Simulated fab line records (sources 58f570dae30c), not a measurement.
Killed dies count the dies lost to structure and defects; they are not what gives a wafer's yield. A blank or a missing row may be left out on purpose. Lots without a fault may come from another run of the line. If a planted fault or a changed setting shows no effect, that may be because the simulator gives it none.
Which of the tools did it?	flow berkeley-cmos170	42 wafers from 14 lots sampled at 5 of the route's 331 steps

WHAT THE GAUGES SHOWED, per wafer
UCB170_CONTACT_THK_MEAS_02.
lot	measured	on	CONTACT_PSG_THK (nm)
L334	day 7 03:16	film-metro-02	705 697 695
L336	day 7 14:28	film-metro-01	691 696 693
L335	day 7 15:06	film-metro-01	689 688 687
L338	day 7 20:49	film-metro-01	700 699 700
L339	day 7 22:35	film-metro-04	702 704 703
L340	day 8 05:48	film-metro-01	690 700 697
L341	day 8 05:56	film-metro-04	698 697 697
L342	day 8 07:34	film-metro-02	706 706 706
L343	day 8 22:23	film-metro-01	703 701 703
L344	day 9 00:07	film-metro-01	703 698 697
L345	day 9 18:55	film-metro-02	707 696 699
L352	day 11 03:55	film-metro-04	697 698 706
L353	day 11 15:32	film-metro-02	678 690 685
L357	day 12 02:21	film-metro-04	696 700 700

UCB170_CONTACT_OVL_MEAS_16.
lot	measured	on	CONTACT_OVL (nm)
L334	day 7 06:10	overlay-01	-2 3 0
L336	day 7 16:47	overlay-01	2 0 -7
L335	day 7 17:16	overlay-02	-7 -1 -7
L338	day 7 23:14	overlay-02	7 15 9
L339	day 8 01:32	overlay-02	1 9 -3
L340	day 8 07:41	overlay-02	7 0 -6
L341	day 8 07:57	overlay-01	2 0 3
L342	day 8 09:31	overlay-01	-7 0 -6
L343	day 9 00:35	overlay-02	1 -1 -1
L344	day 9 02:52	overlay-02	3 8 1
L345	day 9 20:55	overlay-02	-6 -15 -11
L352	day 11 07:33	overlay-02	4 -1 8
L353	day 11 17:55	overlay-02	-7 -6 -3
L357	day 12 05:40	overlay-02	-3 -5 1

UCB170_V1_THK_MEAS_04.
lot	measured	on	V1_POLISHED_THK (nm)
L334	day 7 14:17	film-metro-03	998.8 999.9 999.9
L336	day 8 00:06	film-metro-03	999.0 1002.3 998.8
L335	day 8 00:05	film-metro-01	998.0 999.4 1001.1
L338	day 8 06:50	film-metro-03	1000.3 1001.9 998.1
L339	day 8 07:08	film-metro-01	998.9 1000.2 999.9
L340	day 8 20:05	film-metro-01	999.3 998.2 1001.1
L341	day 8 20:22	film-metro-02	1000.2 1001.5 1002.0
L342	day 8 20:40	film-metro-03	999.7 996.5 1001.1
L343	day 9 13:37	film-metro-03	1000.1 1001.2 1001.9
L344	day 9 13:50	film-metro-01	1077.0 1075.3 1076.7
L345	day 10 03:19	film-metro-03	1076.9 1077.4 1075.8
L352	day 11 12:55	film-metro-02	999.2 1000.9 998.5
L353	day 11 23:23	film-metro-02	999.1 998.3 1000.3
L357	day 12 13:23	film-metro-02	998.0 998.6 997.4

UCB170_V1_OVL_MEAS_13.
lot	measured	on	V1_OVL (nm)
L334	day 7 16:03	overlay-01	-2 3 -2
L336	day 8 03:52	overlay-01	6 -1 4
L335	day 8 03:32	overlay-01	-4 3 -6
L338	day 8 08:14	overlay-02	13 3 3
L339	day 8 08:32	overlay-02	-1 -1 5
L340	day 8 21:28	overlay-02	-1 -10 -7
L341	day 8 21:44	overlay-01	6 3 7
L342	day 8 22:08	overlay-01	4 -2 -9
L343	day 9 15:09	overlay-02	6 3 3
L344	day 9 15:26	overlay-01	5 -3 1
L345	day 10 04:46	overlay-02	1 -1 4
L352	day 11 14:43	overlay-01	7 3 2
L353	day 12 02:35	overlay-01	-2 -7 -8
L357	day 12 14:40	overlay-02	7 -5 3

WHAT TOOL EACH LOT RAN ON (gives the tool, then ch and the chambers of the sampled wafers, and finally the start)
lot	UCB170_V1_CMP_02
L334	cmp-02 ch 0,3, day 7 13:52
L336	cmp-02 ch 1,3, day 7 23:43
L335	cmp-01 ch 0,1,2, day 7 23:40
L338	cmp-01 ch 0,1,3, day 8 06:25
L339	cmp-01 ch 0,1, day 8 06:43
L340	cmp-02 ch 1,2,3, day 8 19:44
L341	cmp-02 ch 0,2,3, day 8 19:56
L342	cmp-02 ch 0,1,3, day 8 20:17
L343	cmp-01 ch 2,3, day 9 13:12
L344	cmp-02 ch 2,3, day 9 13:28
L345	cmp-02 ch 0,3, day 10 02:54
L352	cmp-01 ch 2,3, day 11 12:32
L353	cmp-01 ch 0,1,3, day 11 22:58
L357	cmp-01 ch 0,3, day 12 12:58
- UCB170_V1_CMP_02: polishes SiO2.

WHAT THE TOOLS THEMSELVES READ (means of the sampled wafers that have a number; where no wafer has one, the mark that the record gives instead)
UCB170_V1_CMP_02.
lot	tool	motor-current-A (A)
L334	cmp-02	16.8
L336	cmp-02	17.4
L335	cmp-01	15.7
L338	cmp-01	16.9
L339	cmp-01	16.4
L340	cmp-02	17.4
L341	cmp-02	17.0
L342	cmp-02	18.0
L343	cmp-01	16.7
L344	cmp-02	17.1
L345	cmp-02	17.4
L352	cmp-01	16.0
L353	cmp-01	16.4
L357	cmp-01	17.5

THE ANSWER, worked out from the rows above alone
Rule: the usual values come from the lots themselves. Put in order of their means at a reading, lots are off if they are a third of the lots or fewer, leave a main group of 4 or more, and stand apart from it by a gap of 3 or more times the standard deviation of the main group's means; of several such gaps the widest counts. If all means in a main group match to the digits the tables above print for the reading, that group is not used. Also off: a lot with no number at a reading for which 4 or more lots have one. Where the step has rows for the other lots, those lots are counted as sound. Order of review: gauges by route order, followed by the tools' own readings, for which a lot's mean as printed above is used. The first step at which some lot is off is used, and at that step the reading that is off furthest; a lot without a number counts as furthest.
Off: at UCB170_V1_THK_MEAS_04 (V1_POLISHED_THK), L344, L345. Mean 999.7 nm and standard deviation 0.82 in the main group.
If a tool, at a process step before that reading, ran all the lots that are off and no sound lot after the first of them, it fits. Those tools and the gauges at UCB170_V1_THK_MEAS_04 are tried in the same way. One fits: cmp-02 at UCB170_V1_CMP_02. A fault onset in the window from L342 (day 8 20:17, its last sound lot) to L344 (day 9 13:28, its first lot off) fits.

WHAT THE SIMULATOR HAD PUT IN
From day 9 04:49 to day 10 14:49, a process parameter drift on cmp-02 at UCB170_V1_CMP_02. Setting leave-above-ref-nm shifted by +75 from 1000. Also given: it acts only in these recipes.
Shown lots that were struck: L344, L345. This agrees with what the rule above found.
